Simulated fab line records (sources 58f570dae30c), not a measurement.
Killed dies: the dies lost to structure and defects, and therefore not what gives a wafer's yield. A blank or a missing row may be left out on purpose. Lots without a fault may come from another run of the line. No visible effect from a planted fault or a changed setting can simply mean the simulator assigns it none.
The tool behind it: which one? || flow berkeley_cmos170 || at 1 step of a route of 331, 7 lots with 21 wafers sampled

== WHAT THE GAUGES READ, wafer by wafer ==
UCB170_PWELL_THK_MEAS_03.
{"lot": "L726", "measured": "day 3 11:53", "on": "film_metro-01", "PWELL_OXIDE_THK (nm)": "26.7 26.3 26.3"}
{"lot": "L730", "measured": "day 4 10:33", "on": "film_metro-02", "PWELL_OXIDE_THK (nm)": "26.0 26.7 26.3"}
{"lot": "L732", "measured": "day 4 21:35", "on": "film_metro-01", "PWELL_OXIDE_THK (nm)": "26.4 26.1 26.6"}
{"lot": "L737", "measured": "day 5 19:01", "on": "film_metro-01", "PWELL_OXIDE_THK (nm)": "26.5 26.1 26.2"}
{"lot": "L739", "measured": "day 6 03:58", "on": "film_metro-01", "PWELL_OXIDE_THK (nm)": "26.9 26.3 26.4"}
{"lot": "L742", "measured": "day 6 20:49", "on": "film_metro-03", "PWELL_OXIDE_THK (nm)": "26.8 27.0 26.8"}
{"lot": "L744", "measured": "day 7 02:22", "on": "film_metro-01", "PWELL_OXIDE_THK (nm)": "25.7 26.1 25.8"}

== TOOL THAT RAN EACH LOT (tool first, then ch and the chambers of the sampled wafers, then the start) ==
No process step before these readings appears in the record.

== THE ANSWER, worked out from the rows above alone ==
Rule: what is usual is taken from the lots themselves. Put in order of their means at a reading, lots are off if they are a third of the lots or fewer, leave a main group of 4 or more, and stand apart from it by a gap of 3 or more times the standard deviation of the main group's means; of several such gaps the widest counts. Not used: any main group whose means are identical at the precision the tables above print for the reading. Also off: a lot with no number at a reading for which 4 or more lots have one. Any other lot the step has rows for is counted as sound.
Across all readings shown, no lot is off: no conclusion can be drawn from this.

== WHAT THE SIMULATOR PUT IN ==
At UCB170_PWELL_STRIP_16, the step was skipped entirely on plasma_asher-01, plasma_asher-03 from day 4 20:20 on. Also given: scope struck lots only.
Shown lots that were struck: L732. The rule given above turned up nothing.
